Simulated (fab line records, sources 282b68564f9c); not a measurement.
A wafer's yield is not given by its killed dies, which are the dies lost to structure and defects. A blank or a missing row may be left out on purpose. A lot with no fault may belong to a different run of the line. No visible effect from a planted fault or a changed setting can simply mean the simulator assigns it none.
A struck lot beside a sound one -- flow rit cmos -- 44 out of 202 route steps
Sound: these wafers, L504.1, L504.3, L504.5. Struck: wafers L510.4, L510.5, L510.6. The cause comes at the end.
For every step that has rows: the tool of each side, followed by ch and its chambers, followed by its first start. Under that, the readings that differ: sound wafers -- struck wafers -- difference of the means -- sigmas: that difference in standard deviations of wafers without a fault.
alike: words and numbers the same on both sides, and readings whose means are apart by under 2 such deviations; not compared: readings that were withheld, readings missing a value for some wafer, numbers with overlapping values and no deviation given by the record, and bounds like >300 which may hide the same value.
A row with sigmas, a row that says differs or no value, or rows on one side alone: a step with any of these is where the two part. Numbers that don't overlap but have no deviation are shown without sigmas and don't part them. A reading missing from all wafers of one side parts the sides only when that side holds two or more wafers.

first, 2 steps without rows for these wafers: RIT_NLDD_HARDBAKE_07 (time 60 s); RIT_NLDD_IMPLANT_08.
RIT_NLDD_STRIP_09: strips in O2, time 180 s.
  sound on plasma asher-04 ch 0,1, day 3 11:59; struck on plasma asher-02 ch 0,1, day 5 07:26
  alike: drypump motor current A, o2 flow sccm
  not compared: rf hours counter h
RIT_NLDD_TW_MEAS_10:
  sound on film metro-01, day 3 12:10; struck on film metro-01, day 5 07:35
  alike: NLDD_TW
then, 6 steps without rows for these wafers: RIT_PLDD_HMDS_00 (prime time 60 s); RIT_PLDD_COAT_01 (resist thk 1000 nm); RIT_PLDD_SOFTBAKE_02 (time 60 s); RIT_PLDD_EXPOSE_03 (exposes mask M8, target cd 40900 nm); RIT_PLDD_PEB_04; RIT_PLDD_DEVELOP_05 (develop time 50 s).
RIT_PLDD_OVL_MEAS_06:
  sound on overlay-02, day 3 13:11; struck on overlay-02, day 5 08:29
  alike: PLDD_OVL
then, 1 step without rows for these wafers: RIT_PLDD_HARDBAKE_07 (time 60 s).
RIT_PLDD_IMPLANT_08:
  sound on implanter-04 ch 0, day 3 13:23; struck on implanter-03 ch 0, day 5 08:44
reading,sound,struck,difference,sigmas
beam on s (s),10.01 9.85 9.90,14.22 14.55 13.51,+4.17,+21
faraday current uA,2810 2852 2844,1977 1934 2076,-840,-15
RIT_PLDD_STRIP_09: strips in O2, time 180 s.
  sound on plasma asher-01 ch 0, day 3 13:32; struck on plasma asher-02 ch 0,1, day 5 08:52
  alike: drypump motor current A, o2 flow sccm
  not compared: rf hours counter h
RIT_PLDD_TW_MEAS_10:
  sound on film metro-04, day 3 13:42; struck on film metro-01, day 5 09:01
reading,sound,struck,difference,sigmas
PLDD_TW,2358 2345 2354,2607 2599 2601,+250,+10
then, 4 steps without rows for these wafers: RIT_SPACER_CLEAN_00 (cleans in SC1, time 600 s); RIT_SPACER_CLEAN_01 (cleans in dHF, time 30 s); RIT_SPACER_CLEAN_02 (cleans in SC2, time 600 s); RIT_SPACER_CVD_03 (deposits Si3N4 from SiH2Cl2/NH3, target thk 250 nm, time 3300 s).
RIT_SPACER_THK_MEAS_04:
  sound on film metro-03, day 3 17:01; struck on film metro-03, day 5 11:21
  alike: SPACER_NITRIDE_THK
RIT_SPACER_ETCHBACK_05: etches Si3N4 in SF6/CHF3, stops on SiO2, target depth 250 nm, time 240 s.
  sound on rie diel-01 ch 0,1,2, day 3 17:04; struck on rie diel-03 ch 0,1,2, day 5 11:27
  alike: CHF3_flow_sccm, SF6_flow_sccm, drypump motor current A, oes product au, rf fwd power W, throttle valve pct
  not compared: rf hours counter h
then, 6 steps without rows for these wafers: RIT_NSD_HMDS_00 (prime time 60 s); RIT_NSD_COAT_01 (resist thk 1000 nm); RIT_NSD_SOFTBAKE_02 (time 60 s); RIT_NSD_EXPOSE_03 (exposes mask M9, target cd 40700 nm); RIT_NSD_PEB_04; RIT_NSD_DEVELOP_05 (develop time 50 s).
RIT_NSD_OVL_MEAS_06:
  sound on overlay-01, day 3 18:04; struck on overlay-02, day 5 12:31
  alike: NSD_OVL
then, 2 steps without rows for these wafers: RIT_NSD_HARDBAKE_07 (time 60 s); RIT_NSD_IMPLANT_08.
RIT_NSD_STRIP_09: strips in O2, time 180 s.
  sound on plasma asher-01 ch 0,1, day 3 18:24; struck on plasma asher-02 ch 0,1, day 5 12:54
  alike: drypump motor current A, o2 flow sccm
  not compared: rf hours counter h
RIT_NSD_TW_MEAS_10:
  sound on film metro-01, day 3 18:35; struck on film metro-04, day 5 13:02
  alike: NSD_TW
then, 6 steps without rows for these wafers: RIT_PSD_HMDS_00 (prime time 60 s); RIT_PSD_COAT_01 (resist thk 1000 nm); RIT_PSD_SOFTBAKE_02 (time 60 s); RIT_PSD_EXPOSE_03 (exposes mask M10, target cd 40900 nm); RIT_PSD_PEB_04; RIT_PSD_DEVELOP_05 (develop time 50 s).
RIT_PSD_OVL_MEAS_06:
  sound on overlay-01, day 3 19:29; struck on overlay-01, day 5 13:56
  alike: PSD_OVL
then, 2 steps without rows for these wafers: RIT_PSD_HARDBAKE_07 (time 60 s); RIT_PSD_IMPLANT_08.
RIT_PSD_STRIP_09: strips in O2, time 180 s.
  sound on plasma asher-03 ch 0,1, day 3 19:49; struck on plasma asher-04 ch 0,1, day 5 14:19
  alike: drypump motor current A, o2 flow sccm
  not compared: rf hours counter h
RIT_SDANNEAL_RS_MEAS_06: a four-point-probe measurement.
  sound on film metro-01, day 3 20:45; struck on film metro-01, day 5 15:13
reading,sound,struck,difference,sigmas
PLDD_RS (ohm/sq),178.7 178.6 178.5,158.7 159.2 159.5,-19.5,-34
RIT_M1_PROBE_99:
  sound on prober-01, day 4 03:53; struck on prober-01, day 5 22:56
reading,sound,struck,difference,sigmas
model.etest.pmos_0p15.r on ohm um,2732 2795 2811,3016 3015 2981,+225,
model.etest.pmos turned.r on ohm um,3445 3525 3523,3652 3656 3598,+138,
model.etest.nmos_0p15.r on ohm um,1134 1147 1168,1262 1284 1248,+115,
model.etest.pldd.rs ohm sq,479.6 482 478.3,374.5 366 362,-112.5,
model.etest.nmos_0p15.drive ua um,468.4 463.1 456.1,401.3 397.8 419.3,-56.4,
model.etest.nmos_0p3.r on ohm um,2132 2158 2154,2223 2192 2229,+67,
model.etest.pmos_0p15.drive ua um,260.3 253.6 249,225.8 228.6 231.3,-25.7,
model.etest.npoly line.line ohm um,163.2 163.9 157.3,135.6 132.9 138.6,-25.8,
  alike: killed_at_M0_to_M3, killed at front end, killed dies, killed open, killed short

## WHERE THEY PART
Earliest at RIT_PLDD_IMPLANT_08; latest, in this record, at RIT_SDANNEAL_RS_MEAS_06. Later steps at which nothing parts them and some readings are alike: RIT_M1_PROBE_99.

WHY: the cause the simulator had injected
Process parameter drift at RIT_PLDD_IMPLANT_08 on implanter-03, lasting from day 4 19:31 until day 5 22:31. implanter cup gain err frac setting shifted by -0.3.
